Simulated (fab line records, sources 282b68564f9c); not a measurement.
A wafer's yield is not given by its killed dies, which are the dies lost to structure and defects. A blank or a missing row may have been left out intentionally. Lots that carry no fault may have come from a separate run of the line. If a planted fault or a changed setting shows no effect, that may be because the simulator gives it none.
Split-lot experiment || flow rit-cmos || on a route of 202 steps: 5 lots, 23 wafers read

SPLIT DETAILS
At RIT_GATE_EXPOSE_13 (exposes mask M6, target cd 150 nm), the setting dose-mj was moved away from the recipe's 380 on 5 of the 23 wafers read, by -7.3% to +3.8%. The other wafers ran this setting at the recipe's value.

FROM THE SPLIT TO THE READING: what the file shows between them, 5 steps
- RIT_GATE_PEB_14
- RIT_GATE_DEVELOP_15: develop time 50 s
- RIT_GATE_CD_MEAS_16: target cd 150 nm
- RIT_GATE_ETCH_19: etches poly-Si in SF6/CHF3/O2, stops on SiO2, time 165 s, target depth 312.5 nm (also split here: time-s)
- RIT_GATE_STRIP_20: strips in O2, time 180 s

THE READING
cd-nm, in nm, at RIT_GATE_CD_MEAS_90 (target cd 150 nm). Typical for fault-free wafers on this fab line: 150.0 nm, with standard deviation 2.2 nm.

{"wafer": "L077.1", "tool, chamber at the split": "iline-stepper-02, 0", "dose-mj as run": 380, "against the recipe": "recipe", "cd-nm, nm": 150.6, "against lot-mates on the recipe": "-"}
{"wafer": "L077.2", "tool, chamber at the split": "iline-stepper-02, 0", "dose-mj as run": 380, "against the recipe": "recipe", "cd-nm, nm": 150.4, "against lot-mates on the recipe": "-"}
{"wafer": "L077.4", "tool, chamber at the split": "iline-stepper-02, 0", "dose-mj as run": 352.3, "against the recipe": "-7.3%", "cd-nm, nm": 191.1, "against lot-mates on the recipe": "+41.7"}
{"wafer": "L077.5", "tool, chamber at the split": "iline-stepper-02, 0", "dose-mj as run": 352.3, "against the recipe": "-7.3%", "cd-nm, nm": 190.3, "against lot-mates on the recipe": "+40.9"}
{"wafer": "L077.6", "tool, chamber at the split": "iline-stepper-02, 0", "dose-mj as run": 380, "against the recipe": "recipe", "cd-nm, nm": 147.3, "against lot-mates on the recipe": "-"}
{"wafer": "L078.1", "tool, chamber at the split": "iline-stepper-01, 0", "dose-mj as run": 380, "against the recipe": "recipe", "cd-nm, nm": 152.6, "against lot-mates on the recipe": "-"}
{"wafer": "L078.2", "tool, chamber at the split": "iline-stepper-01, 0", "dose-mj as run": 380, "against the recipe": "recipe", "cd-nm, nm": 150.0, "against lot-mates on the recipe": "-"}
{"wafer": "L078.3", "tool, chamber at the split": "iline-stepper-01, 0", "dose-mj as run": 380, "against the recipe": "recipe", "cd-nm, nm": 153.2, "against lot-mates on the recipe": "-"}
{"wafer": "L078.5", "tool, chamber at the split": "iline-stepper-01, 0", "dose-mj as run": 380, "against the recipe": "recipe", "cd-nm, nm": 149.3, "against lot-mates on the recipe": "-"}
{"wafer": "L078.6", "tool, chamber at the split": "iline-stepper-01, 0", "dose-mj as run": 380, "against the recipe": "recipe", "cd-nm, nm": 149.8, "against lot-mates on the recipe": "-"}
{"wafer": "L079.1", "tool, chamber at the split": "iline-stepper-01, 0", "dose-mj as run": 380, "against the recipe": "recipe", "cd-nm, nm": 147.0, "against lot-mates on the recipe": "-"}
{"wafer": "L079.2", "tool, chamber at the split": "iline-stepper-01, 0", "dose-mj as run": 380, "against the recipe": "recipe", "cd-nm, nm": 148.5, "against lot-mates on the recipe": "-"}
{"wafer": "L079.3", "tool, chamber at the split": "iline-stepper-01, 0", "dose-mj as run": 380, "against the recipe": "recipe", "cd-nm, nm": 151.1, "against lot-mates on the recipe": "-"}
{"wafer": "L079.4", "tool, chamber at the split": "iline-stepper-01, 0", "dose-mj as run": 380, "against the recipe": "recipe", "cd-nm, nm": 144.8, "against lot-mates on the recipe": "-"}
{"wafer": "L079.6", "tool, chamber at the split": "iline-stepper-01, 0", "dose-mj as run": 380, "against the recipe": "recipe", "cd-nm, nm": 149.3, "against lot-mates on the recipe": "-"}
{"wafer": "L083.1", "tool, chamber at the split": "iline-stepper-02, 0", "dose-mj as run": 380, "against the recipe": "recipe", "cd-nm, nm": 149.7, "against lot-mates on the recipe": "-"}
{"wafer": "L083.2", "tool, chamber at the split": "iline-stepper-02, 0", "dose-mj as run": 380, "against the recipe": "recipe", "cd-nm, nm": 149.5, "against lot-mates on the recipe": "-"}
{"wafer": "L083.4", "tool, chamber at the split": "iline-stepper-02, 0", "dose-mj as run": 380, "against the recipe": "recipe", "cd-nm, nm": 151.5, "against lot-mates on the recipe": "-"}
{"wafer": "L085.1", "tool, chamber at the split": "iline-stepper-01, 0", "dose-mj as run": 394.5, "against the recipe": "+3.8%", "cd-nm, nm": 131.3, "against lot-mates on the recipe": -21.3}
{"wafer": "L085.2", "tool, chamber at the split": "iline-stepper-01, 0", "dose-mj as run": 394.5, "against the recipe": "+3.8%", "cd-nm, nm": 134.7, "against lot-mates on the recipe": -17.9}
{"wafer": "L085.4", "tool, chamber at the split": "iline-stepper-01, 0", "dose-mj as run": 380, "against the recipe": "recipe", "cd-nm, nm": 151.5, "against lot-mates on the recipe": "-"}
{"wafer": "L085.5", "tool, chamber at the split": "iline-stepper-01, 0", "dose-mj as run": 394.5, "against the recipe": "+3.8%", "cd-nm, nm": 131.5, "against lot-mates on the recipe": -21.1}
{"wafer": "L085.6", "tool, chamber at the split": "iline-stepper-01, 0", "dose-mj as run": 380, "against the recipe": "recipe", "cd-nm, nm": 153.7, "against lot-mates on the recipe": "-"}

FIT RESULTS
A straight line over all 23 wafers: cd-nm changes by -5.28 nm for each +1% of dose-mj; r = -0.99; the points scatter about the line by 2.3 nm.
The same after taking each lot's own level away (the mean of its wafers on the recipe; 23 wafers): -5.54 nm for each +1%; r = -0.99; scatter 1.7 nm.
That fit puts the effect of the largest move of dose-mj on the reading at 40 nm.
From 148.14 to 152.60 nm: that is the span of the lots' own levels, equal to 2.0 times the standard deviation above.
Consequently the slope shifts little with the lot-to-lot level, the two slopes agreeing.
Check: with one of the wafers moved furthest among these (-7.3%) left out of the fit, the line predicts +39.9 nm for it against its lot-mates. Against them it came out at +41.7 nm.

OTHER SPLITS APPLIED TO THESE WAFERS
Note: prior to the reading, these wafers also went through further splits. Each is held against what the fit with the lots' levels taken away leaves over:
{"other split on the same wafers": "RIT_ACTIVE_CVD_03 temp-c", "wafers away from the commonest value": 15, "r with cd-nm (lot level and that fit taken away)": "+0.01"}
{"other split on the same wafers": "RIT_ACTIVE_COAT_06 spin-rpm", "wafers away from the commonest value": 10, "r with cd-nm (lot level and that fit taken away)": "+0.22"}
{"other split on the same wafers": "RIT_NWELL_COAT_01 spin-rpm", "wafers away from the commonest value": 5, "r with cd-nm (lot level and that fit taken away)": -0.43}
{"other split on the same wafers": "RIT_NWELL_IMPLANT_08 dose-cm2", "wafers away from the commonest value": 5, "r with cd-nm (lot level and that fit taken away)": -0.30}
{"other split on the same wafers": "RIT_PWELL_DEVELOP_05 dev-temp-c", "wafers away from the commonest value": 8, "r with cd-nm (lot level and that fit taken away)": -0.06}
{"other split on the same wafers": "RIT_NRETRO_COAT_01 resist-thk-nm", "wafers away from the commonest value": 10, "r with cd-nm (lot level and that fit taken away)": -0.34}
{"other split on the same wafers": "RIT_GATE_ETCH_19 time-s", "wafers away from the commonest value": 8, "r with cd-nm (lot level and that fit taken away)": -0.19}

THE WHOLE CHAIN: every reading that the file lists as answering this split, in the file's order
{"step": "RIT_GATE_CD_MEAS_16", "what it does": "target cd 150 nm", "reading": "cd-nm", "change (the file's fit)": "-5.5 nm for each +1% of the setting", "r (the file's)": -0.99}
{"step": "RIT_GATE_ETCH_19", "what it does": "etches poly-Si in SF6/CHF3/O2, stops on SiO2, time 165 s, target depth 312.5 nm", "reading": "GATE.cd-nm (the simulator's own value, which no gauge read)", "change (the file's fit)": "-5.53 nm for each +1% of the setting", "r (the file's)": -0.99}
{"step": "RIT_GATE_CD_MEAS_90", "what it does": "target cd 150 nm", "reading": "cd-nm", "change (the file's fit)": "-5.58 nm for each +1% of the setting", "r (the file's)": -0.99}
{"step": "RIT_M1_PROBE_99", "what it does": "", "reading": "etest.pmos-turned.r-on-ohm-um (the simulator's own value, which no gauge read)", "change (the file's fit)": "-125 for each +1% of the setting", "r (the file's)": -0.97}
{"step": "RIT_M1_PROBE_99", "what it does": "", "reading": "etest.pmos_0p15.r-on-ohm-um (the simulator's own value, which no gauge read)", "change (the file's fit)": "-126 for each +1% of the setting", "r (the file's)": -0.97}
{"step": "RIT_M1_PROBE_99", "what it does": "", "reading": "etest.pmos_0p3.r-on-ohm-um (the simulator's own value, which no gauge read)", "change (the file's fit)": "-63.1 for each +1% of the setting", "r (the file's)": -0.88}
{"step": "RIT_M1_PROBE_99", "what it does": "", "reading": "etest.nmos_0p15.r-on-ohm-um (the simulator's own value, which no gauge read)", "change (the file's fit)": "-36.9 for each +1% of the setting", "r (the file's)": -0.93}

FILE'S OWN FIT
cd-nm changes by -5.58 nm for each +1% of dose-mj, r = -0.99.
